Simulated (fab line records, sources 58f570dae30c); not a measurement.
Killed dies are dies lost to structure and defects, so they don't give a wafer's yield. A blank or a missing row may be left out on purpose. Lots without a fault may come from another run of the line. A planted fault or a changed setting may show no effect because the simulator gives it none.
A struck lot beside a sound one | flow berkeley_cmos170 | 17 steps out of a route of 331
Sound: wafers L309.1, L309.5, L309.6. Struck: wafers L320.1, L320.3, L320.6. The cause comes at the end.
At each step with rows: each side's tool, then ch and its chambers, then its first start. Under that, the readings that differ: sound wafers | struck wafers | difference of the means | sigmas: that difference in standard deviations of wafers without a fault.
alike: readings whose means differ by less than 2 such deviations, and words and numbers that are the same on both sides. not compared: withheld readings, readings that some wafer has no value for, bounds like >300 that may hide the same value, and numbers for which the record gives no deviation and whose values overlap.
The two part at a step that has a row with sigmas, a row that says differs or no value, or rows on one side only. Numbers that don't overlap but have no deviation are shown without sigmas and don't part them. A reading that every wafer of one side lacks parts them only if that side has two wafers or more.

first, 5 steps without rows for these wafers: UCB170_NLDD_COAT_01 (resist thk 900 nm); UCB170_NLDD_SOFTBAKE_02 (time 60 s); UCB170_NLDD_EXPOSE_03 (exposes mask NSELECT, target cd 1200 nm); UCB170_NLDD_PEB_04; UCB170_NLDD_DEVELOP_05 (develop time 45 s).
UCB170_NLDD_CD_MEAS_06: target cd 1200 nm.
  sound on cd_sem-02, day 8 08:17; struck on cd_sem-01, day 11 02:53
  alike: cd_nm
UCB170_NLDD_OVL_MEAS_07:
  sound on overlay-02, day 8 08:25; struck on overlay-01, day 11 03:00
  alike: NLDD_OVL
then, 2 steps without rows for these wafers: UCB170_NLDD_IMPLANT_08; UCB170_NLDD_IMPLANT_09.
UCB170_NLDD_STRIP_10: strips in O2.
  sound on plasma_asher-04 ch 0,1, day 8 08:45; struck on plasma_asher-02 ch 0, day 11 03:20
  reading                      | sound             | struck            | difference | sigmas
  strip_time_to_endpoint_s (s) | 21.68 21.71 21.74 | 21.56 21.55 21.60 | -0.14      | -2
  alike: drypump_motor_current_A, oes_product_au
  not compared: rf_hours_counter_h
UCB170_NLDD_TW_MEAS_11:
  sound on film_metro-02, day 8 08:51; struck on film_metro-02, day 11 03:26
  alike: NLDD_TW
then, 1 step without rows for these wafers: UCB170_NLDD_CLEAN_12 (cleans in SPM, time 600 s).
UCB170_SPACER_CVD_00: deposits SiO2 from TEOS/O2, target thk 376 nm, time 47 s.
  sound on pecvd-01 ch 0,1,2, day 8 09:05; struck on pecvd-03 ch 0,1, day 11 03:40
  reading                                 | sound           | struck            | difference | sigmas
  heater_power_w (W)                      | 261 209 225     | 331 426 358       | +140       | +2
  run_length_s (s)                        | 75.5 74.7 75.1  | 79.9 80.1 80.3    | +5.0       | +9
  model.SiO2_of_SPACER_CVD_00.thk_nm (nm) | 385 379.2 377.4 | 413.4 411.8 423.1 | +35.6      |
UCB170_SPACER_THK_MEAS_01:
  sound on film_metro-03, day 8 09:08; struck on film_metro-03, day 11 03:44
  reading              | sound       | struck      | difference | sigmas
  SPACER_TEOS_THK (nm) | 385 379 378 | 413 412 423 | +35        | +7
then, 1 step without rows for these wafers: UCB170_SPACER_ANNEAL_02 (time 1800 s).
UCB170_SPACER_ETCHBACK_03: etches SiO2 in CHF3/CF4/Ar, stops on Si, target depth 376 nm, time 100 s.
  sound on rie_diel-02 ch 2,3, day 8 15:40; struck on rie_diel-03 ch 0,2, day 11 09:12
  reading                  | sound             | struck            | difference | sigmas
  oes_product_au (a.u.)    | 0.896 0.926 0.904 | 0.948 0.970 0.937 | +0.043     | +3
  model.etch.depth_nm (nm) | 385 379.2 377.4   | 412.3 411.8 409.9 | +30.8      |
  alike: drypump_motor_current_A, throttle_valve_pct
  not compared: rf_hours_counter_h
then, 1 step without rows for these wafers: UCB170_PSD_HMDS_00 (prime time 60 s).

WHERE THEY PART
First at UCB170_NLDD_STRIP_10; last, within this record, at UCB170_SPACER_ETCHBACK_03.

WHY: what the simulator had put in
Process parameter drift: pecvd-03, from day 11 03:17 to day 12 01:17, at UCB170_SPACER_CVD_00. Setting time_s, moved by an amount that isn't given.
